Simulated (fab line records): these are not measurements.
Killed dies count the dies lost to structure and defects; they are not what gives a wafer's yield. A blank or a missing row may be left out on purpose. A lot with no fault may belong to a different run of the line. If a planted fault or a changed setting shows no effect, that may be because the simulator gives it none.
fab line records	flow ritCmos
record: lots: 7	wafers: 21	lastDay: 8
route steps=202 shown PRETRO@69 GATE@75 FOX2@80 REOX@98 NLDD@103 M1@202
lots that met no fault: from a run of the same line without faults
startH: hours from the record's opening day to when the first of the lot's shown wafers began	waitH: how many hours have passed since the lot's step before this one	" identical to the entry in the row above	L1.1+2: several wafers, shown together as one row	- no value present, or no start provided	* or withheld: withheld	< > ~ a bound
route shown NAME@n: NAME is a module with steps in the file, n the number in the route of the first one	usual: mean/standard deviation taken from wafers without a fault	same: alike in all rows	chamber/n: place in a boat	sites: per-site readings	_std_site: standard deviation across them	_edge_site: the outer-site mean with the inner-site mean subtracted	radiusMm: how far each site lies from the wafer's centre	mask NAME#n: copy n	behind: tool/chamber where the wafer was last shaped	hold: the reason the lot was held/the length of the hold in hours/how it ended	device: the transistor (n, p or np) that didn't switch	end of line: at the end of the route, the tests of the same wafers	for a step that has no rows: nothing shown but its recipe	killed: dies that structure and defects cost at the first sort, which is not the same as the wafer's yield	map: shows each die of a wafer: x if killed, . if not, _ if none is there
set.NAME: the run value of the setting; set.NAME@STEP: its run value at that earlier step	model.NAME: the simulator's own value behind a step, which no gauge read
lots at selected steps of the route; one table per step, one row per wafer
services: the hour from which a tool's chamber was out of use, counted from the record's first day as startH (under 0 if before that day), plus the number of hours and why
== steps ==
step: RIT_PRETRO_DEVELOP_05
recipe: resist: NOVOLAK	developTimeS: 68	devTempC: 23
step: RIT_PRETRO_OVL_MEAS_06
usual: PRETRO_OVL: -0.9/1.5
lot.wafer	tool	chamber	startH	waitH	PRETRO_OVL[nm]
L743.2	overlay-01	-	52.79	-	0.5
L743.3	"	-	"	"	0.7
L743.4	"	-	"	"	0.1
L744.2	overlay-01	-	59.94	-	0.9
L744.3	"	-	"	"	2.3
L744.4	"	-	"	"	1.5
L752.3	overlay-01	-	101.87	-	-1.6
L752.4	"	-	"	"	-0.3
L752.5	"	-	"	"	-2.9
L753.3	overlay-01	-	103.31	-	-1.5
L753.5	"	-	"	"	1.3
L753.6	"	-	"	"	-1.9
L754.2	overlay-01	-	110.83	-	-2.4
L754.3	"	-	"	"	-2.2
L754.5	"	-	"	"	-0.8
L755.2	overlay-01	-	118.54	-	-1.5
L755.4	"	-	"	"	-1.0
L755.5	"	-	"	"	-1.2
L760.1	overlay-01	-	155.83	-	3.8
L760.2	"	-	"	"	1.4
L760.6	"	-	"	"	-0.1
step: RIT_PRETRO_HARDBAKE_07
recipe: resist: NOVOLAK	tempC: 140	timeS: 120
step: RIT_PRETRO_IMPLANT_08
recipe: species: B	energyKev: 45	doseCm2: 1.2e+13	tiltDeg: 7
step: RIT_PRETRO_STRIP_09
recipe: chemistry: O2	timeS: 180	resist: NOVOLAK	platenTempC: withheld	powerW: 500	pressureMtorr: 4000	o2FlowSccm: 4000
usual: drypumpMotorCurrentA: 5.64/0.2
lot.wafer	tool	chamber	startH	waitH	drypumpMotorCurrentA	rfHoursCounterH
L743.2	plasmaAsher-04	0	53.22	0.1	5.79	42
L743.3	"	1	"	"	5.40	-
L743.4	"	0	"	"	5.80	-
L744.2	plasmaAsher-04	0	60.37	0.1	5.79	43
L744.3	"	1	"	"	5.40	-
L744.4	"	0	"	"	5.76	-
L752.3	plasmaAsher-02	1	102.35	0.1	5.48	-
L752.4	"	0	"	"	5.92	-
L752.5	"	1	"	"	5.47	-
L753.3	plasmaAsher-02	1	103.79	0.1	5.49	-
L753.5	"	0	"	"	5.87	-
L753.6	"	1	"	"	5.50	-
L754.2	plasmaAsher-01	1	111.26	0.1	5.84	30
L754.3	"	1	"	"	5.88	-
L754.5	"	1	"	"	5.83	-
L755.2	plasmaAsher-02	0	118.97	0.1	5.85	0
L755.4	"	0	"	"	5.86	-
L755.5	"	1	"	"	5.51	-
L760.1	plasmaAsher-02	0	156.26	0.1	5.89	3
L760.2	"	1	"	"	5.47	3
L760.6	"	1	"	"	5.50	-
step: RIT_PRETRO_TW_MEAS_10
usual: PRETRO_TW: 474/3.4
lot.wafer	tool	chamber	startH	waitH	PRETRO_TW
L743.2	filmMetro-02	-	53.40	0.1	478
L743.3	"	-	"	"	479
L743.4	"	-	"	"	475
L744.2	filmMetro-02	-	60.56	0.1	475
L744.3	"	-	"	"	478
L744.4	"	-	"	"	474
L752.3	filmMetro-04	-	102.49	0.1	473
L752.4	"	-	"	"	476
L752.5	"	-	"	"	473
L753.3	filmMetro-04	-	103.93	0.1	473
L753.5	"	-	"	"	472
L753.6	"	-	"	"	471
L754.2	filmMetro-04	-	111.44	0.1	474
L754.3	"	-	"	"	475
L754.5	"	-	"	"	470
L755.2	filmMetro-01	-	119.15	0.1	475
L755.4	"	-	"	"	473
L755.5	"	-	"	"	470
L760.1	filmMetro-02	-	156.44	0.1	478
L760.2	"	-	"	"	474
L760.6	"	-	"	"	479
step: RIT_GATE_WET_ETCH_00
recipe: chemistry: BOE	target: SiO2	targetDepthNm: 56	timeS: 60	dry: n2Spin	dilution: 10:1	tempC: 21.5
step: RIT_GATE_CLEAN_01
recipe: chemistry: SC1	mix: 3:3:50	timeS: 600	tempC: 75
step: RIT_GATE_CLEAN_02
recipe: chemistry: dHF	dilution: 50:1	timeS: 30
step: RIT_GATE_CLEAN_03
recipe: chemistry: SC2	mix: 3:3:50	timeS: 600	tempC: 75	dry: n2Spin
step: RIT_GATE_CLEAN_04
recipe: chemistry: dHF	dilution: 50:1	timeS: 60	dry: n2Spin
step: RIT_FOX2_THK_MEAS_91
recipe: reads: SiO2_of_FOX2_OXIDATION_00
usual: FIELD_OXIDE_LEFT_2_THK: 258/5.3
lot.wafer	tool	chamber	startH	waitH	FIELD_OXIDE_LEFT_2_THK[nm]
L743.2	filmMetro-04	-	54.08	0.0	255
L743.3	"	-	"	"	254
L743.4	"	-	"	"	255
L744.2	filmMetro-04	-	61.03	0.0	255
L744.3	"	-	"	"	257
L744.4	"	-	"	"	261
L752.3	filmMetro-03	-	102.97	0.0	266
L752.4	"	-	"	"	263
L752.5	"	-	"	"	263
L753.3	filmMetro-03	-	104.40	0.0	268
L753.5	"	-	"	"	267
L753.6	"	-	"	"	265
L754.2	filmMetro-04	-	112.02	0.0	257
L754.3	"	-	"	"	258
L754.5	"	-	"	"	264
L755.2	filmMetro-01	-	119.83	0.0	255
L755.4	"	-	"	"	257
L755.5	"	-	"	"	252
L760.1	filmMetro-03	-	156.93	0.0	262
L760.2	"	-	"	"	256
L760.6	"	-	"	"	256
step: RIT_GATE_OXIDATION_05
recipe: tempC: 900	ambient: O2	targetThkA: 30	oxTimeS: 270
lot.wafer	tool	chamber	startH	waitH
L743.2+3+4	furnace-01	0	54.48	0.4
L744.2+3+4	furnace-04	0	62.39	1.3
L752.3+4+5	furnace-04	0	106.51	3.5
L753.3+5+6	furnace-04	0	106.51	2.1
L754.2+3+5	furnace-04	0	115.57	3.5
L755.2+4+5	furnace-01	0	129.25	9.4
L760.1+2+6	furnace-01	0	157.21	0.3
step: RIT_GATE_ANNEAL_06
recipe: tempC: 900	timeS: 600	ambient: N2O
step: RIT_GATE_THK_MEAS_07
recipe: reads: SiO2_of_GATE_OXIDATION_05
usual: GATE_OXIDE_THK: 3.04/0.064
lot.wafer	tool	chamber	startH	waitH	GATE_OXIDE_THK[nm]
L743.2	filmMetro-01	-	57.31	0.0	3.08
L743.3	"	-	"	"	3.00
L743.4	"	-	"	"	3.08
L744.2	filmMetro-01	-	63.72	0.0	3.15
L744.3	"	-	"	"	3.07
L744.4	"	-	"	"	3.12
L752.3	filmMetro-03	-	109.79	0.0	2.97
L752.4	"	-	"	"	3.03
L752.5	"	-	"	"	3.05
L753.3	filmMetro-04	-	109.79	0.0	3.01
L753.5	"	-	"	"	2.99
L753.6	"	-	"	"	3.03
L754.2	filmMetro-03	-	121.98	0.0	2.92
L754.3	"	-	"	"	2.95
L754.5	"	-	"	"	2.94
L755.2	filmMetro-01	-	137.69	0.0	2.99
L755.4	"	-	"	"	3.00
L755.5	"	-	"	"	3.07
L760.1	filmMetro-04	-	158.53	0.0	3.12
L760.2	"	-	"	"	3.05
L760.6	"	-	"	"	3.07
step: RIT_GATE_CVD_08
recipe: material: poly-Si	targetThkNm: 250	tempC: 610	precursor: SiH4	timeS: 2220	pressureMtorr: 300	sih4FlowSccm: 100
step: RIT_GATE_THK_MEAS_09
recipe: reads: poly-Si_of_GATE_CVD_08
usual: GATE_POLY_THK: 250.6/1.9
lot.wafer	tool	chamber	startH	waitH	GATE_POLY_THK[nm]
L743.2	filmMetro-04	-	59.49	0.0	249.1
L743.3	"	-	"	"	248.1
L743.4	"	-	"	"	247.8
L744.2	filmMetro-04	-	65.40	0.0	250.5
L744.3	"	-	"	"	251.3
L744.4	"	-	"	"	251.3
L752.3	filmMetro-01	-	111.46	0.0	250.3
L752.4	"	-	"	"	250.8
L752.5	"	-	"	"	251.8
L753.3	filmMetro-03	-	111.48	0.0	246.9
L753.5	"	-	"	"	247.8
L753.6	"	-	"	"	247.1
L754.2	filmMetro-01	-	123.66	0.0	251.4
L754.3	"	-	"	"	251.8
L754.5	"	-	"	"	250.6
L755.2	filmMetro-04	-	139.37	0.0	250.6
L755.4	"	-	"	"	252.7
L755.5	"	-	"	"	249.8
L760.1	filmMetro-03	-	160.21	0.0	249.3
L760.2	"	-	"	"	249.0
L760.6	"	-	"	"	252.2
step: RIT_GATE_HMDS_10
recipe: primeTimeS: 60	primeTempC: 140
step: RIT_GATE_COAT_11
recipe: resist: NOVOLAK	spinRpm: 4250	resistThkNm: 850
step: RIT_GATE_SOFTBAKE_12
recipe: resist: NOVOLAK	tempC: 90	timeS: 60
step: RIT_GATE_EXPOSE_13
recipe: maskId: M6	na: 0.6	sourceShape: conventional	sigmaOuter: 0.6	targetCdNm: 150	doseMj: 380
step: RIT_GATE_PEB_14
recipe: resist: NOVOLAK	tempC: withheld	timeS: withheld
step: RIT_GATE_DEVELOP_15
recipe: resist: NOVOLAK	developTimeS: 50	devTempC: 23
step: RIT_GATE_CD_MEAS_16
recipe: targetCdNm: 150
usual: cdNm: 149.1/2.2
lot.wafer	tool	chamber	startH	waitH	cdNm
L743.2	cdSem-01	-	60.41	-	148.6
L743.3	"	-	"	"	147.2
L743.4	"	-	"	"	148.8
L744.2	cdSem-01	-	66.57	-	148.6
L744.3	"	-	"	"	150.5
L744.4	"	-	"	"	149.1
L752.3	cdSem-02	-	112.52	-	148.3
L752.4	"	-	"	"	148.9
L752.5	"	-	"	"	148.7
L753.3	cdSem-02	-	112.76	-	151.6
L753.5	"	-	"	"	152.3
L753.6	"	-	"	"	151.2
L754.2	cdSem-01	-	124.70	-	148.3
L754.3	"	-	"	"	148.4
L754.5	"	-	"	"	149.8
L755.2	cdSem-02	-	140.42	-	149.6
L755.4	"	-	"	"	151.6
L755.5	"	-	"	"	150.5
L760.1	cdSem-02	-	161.26	-	150.3
L760.2	"	-	"	"	150.6
L760.6	"	-	"	"	150.0
step: RIT_GATE_OVL_MEAS_17
usual: GATE_OVL: 0.0/1.4
lot.wafer	tool	chamber	startH	waitH	GATE_OVL[nm]
L743.2	overlay-01	-	60.51	0.1	1.4
L743.3	"	-	"	"	0.6
L743.4	"	-	"	"	-0.7
L744.2	overlay-01	-	66.68	0.1	-1.2
L744.3	"	-	"	"	-1.2
L744.4	"	-	"	"	0.2
L752.3	overlay-02	-	112.61	0.1	-0.1
L752.4	"	-	"	"	0.5
L752.5	"	-	"	"	-0.5
L753.3	overlay-02	-	112.85	0.1	0.7
L753.5	"	-	"	"	0.6
L753.6	"	-	"	"	0.3
L754.2	overlay-02	-	124.81	0.1	-1.1
L754.3	"	-	"	"	-0.8
L754.5	"	-	"	"	3.0
L755.2	overlay-02	-	140.52	0.1	0.4
L755.4	"	-	"	"	-0.8
L755.5	"	-	"	"	2.4
L760.1	overlay-02	-	161.38	0.1	-0.1
L760.2	"	-	"	"	2.2
L760.6	"	-	"	"	-0.3
step: RIT_GATE_HARDBAKE_18
recipe: resist: NOVOLAK	tempC: 140	timeS: 60
step: RIT_GATE_ETCH_19
recipe: chemistry: SF6/CHF3/O2	timeS: 165	SF6_flow_sccm: 30	CHF3_flow_sccm: 30	O2_flow_sccm: 5	target: poly-Si	pressureMtorr: 40	rfW: 160	targetDepthA: 3125	overEtchFrac: 0.25	stopOn: SiO2
usual: drypumpMotorCurrentA: 5.54/0.28	oesProductAu: 0.849/0.016	rfFwdPowerW: 159.4/0.5	throttleValvePct: 10.24/0.06
same: overEtchFrac: 0.25
lot.wafer	tool	chamber	startH	waitH	drypumpMotorCurrentA	oesProductAu	rfFwdPowerW	rfHoursCounterH	throttleValvePct
L743.2	rieSi-01	2	60.69	0.1	5.76	0.854	159.4	0	10.31
L743.3	"	1	"	"	5.58	0.833	160.2	145	10.32
L743.4	"	0	"	"	5.89	0.828	160.4	140	10.25
L744.2	rieSi-02	2	66.96	0.1	5.12	0.858	158.9	98	10.22
L744.3	"	3	"	"	5.45	0.833	159.6	1	10.24
L744.4	"	0	"	"	5.34	0.837	158.7	146	10.21
L752.3	rieSi-02	3	112.79	0.1	5.43	0.830	159.6	1	10.25
L752.4	"	1	"	"	5.98	0.879	159.1	6	10.19
L752.5	"	3	"	"	5.44	0.837	159.7	-	10.23
L753.3	rieSi-01	3	113.03	0.1	5.30	0.856	158.7	1	10.14
L753.5	"	1	"	"	5.56	0.828	158.8	-	10.29
L753.6	"	2	"	"	5.75	0.843	159.1	-	10.32
L754.2	rieSi-02	0	124.99	0.1	5.35	0.834	159.2	146	10.23
L754.3	"	3	"	"	5.43	0.828	159.3	1	10.25
L754.5	"	1	"	"	5.98	0.875	159.2	-	10.18
L755.2	rieSi-01	0	140.70	0.1	5.86	0.831	159.6	141	10.26
L755.4	"	2	"	"	5.76	0.854	159.8	-	10.33
L755.5	"	0	"	"	5.87	0.834	158.7	-	10.26
L760.1	rieSi-02	2	161.66	0.1	5.11	0.856	158.8	98	10.20
L760.2	"	3	"	"	5.43	0.836	160.4	2	10.25
L760.6	"	3	"	"	5.42	0.832	159.9	-	10.24
step: RIT_GATE_STRIP_20
recipe: chemistry: O2	timeS: 180	resist: NOVOLAK	platenTempC: withheld	powerW: 500	pressureMtorr: 4000	o2FlowSccm: 4000
usual: drypumpMotorCurrentA: 5.9/0.49
lot.wafer	tool	chamber	startH	waitH	drypumpMotorCurrentA	rfHoursCounterH
L743.2	plasmaAsher-03	1	60.80	0.1	6.8	42
L743.3	"	1	"	"	6.8	-
L743.4	"	0	"	"	6.0	-
L744.2	plasmaAsher-03	0	67.06	0.1	6.0	43
L744.3	"	0	"	"	6.0	-
L744.4	"	1	"	"	6.8	-
L752.3	plasmaAsher-01	1	112.95	0.1	5.9	-
L752.4	"	0	"	"	5.4	-
L752.5	"	1	"	"	5.9	-
L753.3	plasmaAsher-03	1	113.19	0.1	6.8	-
L753.5	"	0	"	"	6.0	-
L753.6	"	1	"	"	6.8	-
L754.2	plasmaAsher-03	1	125.10	0.1	6.8	48
L754.3	"	0	"	"	6.0	-
L754.5	"	1	"	"	6.9	-
L755.2	plasmaAsher-03	0	140.81	0.1	6.0	49
L755.4	"	0	"	"	6.0	-
L755.5	"	0	"	"	6.0	-
L760.1	plasmaAsher-01	1	161.77	0.1	5.8	35
L760.2	"	0	"	"	5.4	35
L760.6	"	1	"	"	5.9	-
step: RIT_GATE_CD_MEAS_90
recipe: targetCdNm: 150
usual: cdNm: 149.1/2.2
lot.wafer	tool	chamber	startH	waitH	cdNm
L743.2	cdSem-02	-	61.00	0.1	148.5
L743.3	"	-	"	"	147.5
L743.4	"	-	"	"	148.9
L744.2	cdSem-01	-	67.26	0.1	148.9
L744.3	"	-	"	"	150.3
L744.4	"	-	"	"	148.9
L752.3	cdSem-01	-	113.11	0.1	147.7
L752.4	"	-	"	"	148.7
L752.5	"	-	"	"	148.2
L753.3	cdSem-02	-	113.35	0.1	151.7
L753.5	"	-	"	"	152.2
L753.6	"	-	"	"	151.1
L754.2	cdSem-02	-	125.29	0.1	148.4
L754.3	"	-	"	"	148.8
L754.5	"	-	"	"	150.2
L755.2	cdSem-02	-	141.01	0.1	150.0
L755.4	"	-	"	"	151.7
L755.5	"	-	"	"	150.2
L760.1	cdSem-02	-	161.94	0.1	150.2
L760.2	"	-	"	"	150.9
L760.6	"	-	"	"	150.2
step: RIT_REOX_CLEAN_00
recipe: chemistry: SC1	mix: 3:3:50	timeS: 600	tempC: 75
step: RIT_REOX_CLEAN_01
recipe: chemistry: dHF	dilution: 50:1	timeS: 30
step: RIT_REOX_CLEAN_02
recipe: chemistry: SC2	mix: 3:3:50	timeS: 600	tempC: 75	dry: n2Spin
step: RIT_REOX_OXIDATION_03
recipe: tempC: 900	ambient: O2	targetThkA: 252	oxTimeS: 5580
step: RIT_REOX_THK_MEAS_04
recipe: reads: SiO2_of_REOX_OXIDATION_03
usual: REOX_OXIDE_THK: 25.3/0.58
lot.wafer	tool	chamber	startH	waitH	REOX_OXIDE_THK[nm]
L743.2	filmMetro-02	-	65.93	0.0	23.2
L743.3	"	-	"	"	23.8
L743.4	"	-	"	"	23.8
L744.2	filmMetro-04	-	70.69	0.0	25.7
L744.3	"	-	"	"	25.6
L744.4	"	-	"	"	25.7
L752.3	filmMetro-04	-	119.62	0.0	25.3
L752.4	"	-	"	"	25.2
L752.5	"	-	"	"	25.5
L753.3	filmMetro-03	-	119.62	0.0	24.8
L753.5	"	-	"	"	25.1
L753.6	"	-	"	"	25.0
L754.2	filmMetro-03	-	137.44	0.0	25.4
L754.3	"	-	"	"	25.6
L754.5	"	-	"	"	25.6
L755.2	filmMetro-04	-	148.02	0.0	26.0
L755.4	"	-	"	"	26.3
L755.5	"	-	"	"	25.8
L760.1	filmMetro-03	-	167.67	0.0	25.2
L760.2	"	-	"	"	25.0
L760.6	"	-	"	"	25.5
step: RIT_NLDD_HMDS_00
recipe: primeTimeS: 60	primeTempC: 140
step: RIT_NLDD_COAT_01
recipe: resist: NOVOLAK	spinRpm: 3250	resistThkNm: 1000
step: RIT_NLDD_SOFTBAKE_02
recipe: resist: NOVOLAK	tempC: 90	timeS: 60
step: RIT_NLDD_EXPOSE_03
recipe: maskId: M7	na: 0.57	targetCdNm: 40700	doseMj: 250
step: RIT_NLDD_PEB_04
recipe: resist: NOVOLAK	tempC: withheld	timeS: withheld
step: RIT_NLDD_DEVELOP_05
recipe: resist: NOVOLAK	developTimeS: 50	devTempC: 23
step: RIT_NLDD_OVL_MEAS_06
usual: NLDD_OVL: -0.5/1.6
lot.wafer	tool	chamber	startH	waitH	NLDD_OVL[nm]
L743.2	overlay-01	-	66.97	-	-0.5
L743.3	"	-	"	"	-0.5
L743.4	"	-	"	"	1.1
L744.2	overlay-02	-	76.10	-	-0.8
L744.3	"	-	"	"	-2.2
L744.4	"	-	"	"	-2.2
L752.3	overlay-01	-	120.52	-	-0.3
L752.4	"	-	"	"	1.2
L752.5	"	-	"	"	-0.5
L753.3	overlay-02	-	120.76	-	-0.8
L753.5	"	-	"	"	-2.1
L753.6	"	-	"	"	-0.9
L754.2	overlay-02	-	138.35	-	-1.2
L754.3	"	-	"	"	-0.8
L754.5	"	-	"	"	-2.9
L755.2	overlay-01	-	149.05	-	-0.7
L755.4	"	-	"	"	-1.3
L755.5	"	-	"	"	-1.3
L760.1	overlay-02	-	168.58	-	3.1
L760.2	"	-	"	"	-0.1
L760.6	"	-	"	"	0.4
step: RIT_NLDD_HARDBAKE_07
recipe: resist: NOVOLAK	tempC: 140	timeS: 60
step: RIT_M1_PROBE_99
usual: killedAtContacts: 0.1/0.3	killedAtFrontEnd: 7/3.1	killedDies: 7/3.1	killedOnRim: 1.9/1.5	killedOpen: 3.8/2.3	killedShort: 3.2/1.9
same: grossDies: 264	killed_at_M0_to_M3: 0	killed_at_M4_up: 0	killedAtBackSide: 0	killedAtOther: 0
lot.wafer	tool	chamber	startH	waitH	killedAtContacts	killedAtFrontEnd	killedDies	killedOnRim	killedOpen	killedShort
L752.3	prober-02	-	136.00	0.2	0	135	135	39	0	1
L752.4	prober-02	-	136.05	0.2	0	146	146	40	3	0
L752.5	prober-02	-	136.10	0.2	0	130	130	29	2	1
L753.3	prober-01	-	137.50	0.2	0	134	134	37	4	2
L753.5	prober-01	-	137.60	0.2	0	134	134	35	2	0
L753.6	prober-01	-	137.65	0.2	0	146	146	36	3	1
L754.2	prober-01	-	153.98	0.1	0	129	129	39	4	1
L754.3	prober-01	-	154.03	0.2	0	141	141	35	12	2
L754.5	prober-01	-	154.13	0.2	0	128	128	34	5	3
L755.2	prober-02	-	165.67	0.1	0	13	13	5	5	8
L755.4	prober-02	-	165.77	0.2	0	10	10	1	5	5
L755.5	prober-02	-	165.82	0.2	0	5	5	2	3	2
killed by level:class
L752.3 GATE:unspecified=134 FOX2:geometricParticle:short=1
L752.4 GATE:unspecified=143 SPACER:geometricParticle:open=2 REOX:geometricParticle:open=1
L752.5 GATE:unspecified=126 FOX1:geometricParticle:short=1 GATE:geometricParticle:open=1 REOX:geometricParticle:open=1 PRETRO:coatMicrobubblePrinted=1
L753.3 GATE:unspecified=128 GATE:geometricParticle:open=3 FOX1:geometricParticle:short=1 GATE:geometricParticle:short=1 REOX:geometricParticle:open=1
L753.5 GATE:unspecified=132 FOX1:geometricParticle:open=1 SILICIDE:geometricParticle:open=1
L753.6 GATE:unspecified=142 FOX1:geometricParticle:open=1 FOX2:geometricParticle:open=1 GATE:geometricParticle:open=1 REOX:geometricParticle:short=1
L754.2 GATE:unspecified=124 FOX2:geometricParticle:open=2 FOX1:geometricParticle:short=1 FOX1:geometricParticle:open=1 GATE:geometricParticle:open=1
L754.3 GATE:unspecified=127 FOX1:geometricParticle:open=4 SPACER:geometricParticle:open=3 FOX2:geometricParticle:open=2 REOX:geometricParticle:open=2 SILICIDE:geometricParticle:short=2 GATE:geometricParticle:open=1
L754.5 GATE:unspecified=120 FOX2:geometricParticle:short=2 SILICIDE:geometricParticle:open=2 FOX1:geometricParticle:open=1 GATE:geometricParticle:open=1 SPACER:geometricParticle:open=1 SILICIDE:geometricParticle:short=1
L755.2 GATE:geometricParticle:short=4 FOX2:geometricParticle:short=2 GATE:geometricParticle:open=2 REOX:geometricParticle:open=2 REOX:geometricParticle:short=2 SILICIDE:geometricParticle:open=1
L755.4 REOX:geometricParticle:open=3 ACTIVE:geometricParticle:short=1 FOX1:geometricParticle:short=1 FOX2:geometricParticle:short=1 FOX2:geometricParticle:open=1 GATE:geometricParticle:short=1 GATE:geometricParticle:open=1 SPACER:geometricParticle:short=1
L755.5 GATE:geometricParticle:open=3 GATE:geometricParticle:short=1 SPACER:geometricParticle:short=1
map L752.4 (x killed, . not)
________x.xx..._______
_____.xxxx...xxx.x____
____..x..xxxx..xx.x___
___....x.x.xxx.x...x__
__xx.x.xx.x..xxxxx..._
__...x.x.x.x.x...xx.x_
_xxx....x...xx.x...xxx
_xxxx.xxxxx.x.xxx.xxx.
_.xx.xxxxx..xx.x.xx..x
_xxxx....x.xx..x..x.x.
__xxxx.....x...xxxxxx_
__.xxxx...x.xx.x..xxx_
___x.xxxxxx.xxx.x.x.__
____x..xxx.x....xxx___
_____xxx..xx.x....____
________x.x.x.x_______
map L753.6 (x killed, . not)
________...xxx._______
_____xxx.xx.x.x.x.____
____...x...xxxx....___
___xxx..xx..xxx...xx__
__.xxx..xx..xxxxxxx.x_
__x.xxxxxx..xx...x..x_
_xxxxx..x...x...x.xxxx
_x...xxxx..xx.xx.x.xxx
_xxxx.x.x.xx.x.xxx..x.
_x...xxxxx...x.x.xxxxx
__..xxx.x...xx..x.x.._
__x..x.xxxxx.xx.xx..._
___.x.xxxx.xx......x__
____...xx.xx.xx.xxx___
_____xx..xx.xx....____
________xxx...._______
== services ==
tool	chamber	startH	hours	kind
rieSi-02	1	52.96	6.6	repair
rieSi-02	0	72.58	18.3	repair
furnace-01	-	74.66	2.8	pm
plasmaAsher-02	-	74.68	1.6	repair
furnace-04	-	77.11	9.9	pm
plasmaAsher-02	-	108.75	9.0	pm
plasmaAsher-02	0	108.75	9.0	ventCycle
plasmaAsher-02	1	108.75	9.0	ventCycle
plasmaAsher-02	0	117.75	-	clean
plasmaAsher-02	1	117.75	-	clean
furnace-01	-	121.53	2.6	pm
furnace-04	-	124.60	2.8	pm
rieSi-02	0	129.10	-	clean
rieSi-02	0	129.10	16.2	scheduledDown
rieSi-02	0	129.10	16.2	ventCycle
rieSi-01	1	131.99	-	clean
rieSi-01	1	131.99	21.8	scheduledDown
rieSi-01	1	131.99	21.8	ventCycle
rieSi-01	0	155.65	-	clean
rieSi-01	0	155.65	27.1	scheduledDown
rieSi-01	0	155.65	27.1	ventCycle
== key ==
firstSign: step: RIT_M1_PROBE_99	reading: killedDies	direction: up	sigmas: 42	usual: 7	struck: 136
effect: step: RIT_M1_PROBE_99	reading: killedAtFrontEnd	direction: up	sigmas: 42	usual: 7	struck: 136
metAt RIT_GATE_OXIDATION_05
struckWafers L752.3,L752.4,L752.5,L753.3,L753.5,L753.6,L754.2,L754.3,L754.5
testerLeftOut L752,L753,L754
onsetBetween 62.39 106.51
fault: kind: chamberParticleSource	tool: furnace-04	chamber: -	onsetH: 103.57	steps: RIT_GATE_OXIDATION_05	ratePerVisitCm2: 1.3129	endH: 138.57
testerLeftOut: of these lots the tester's yield and bins aren't shown, on N5 and GAA mostly nor the transistor test; their killed dies are dies lost to structure and defects alone, not to doping, threshold or leakage, so they don't give the yield
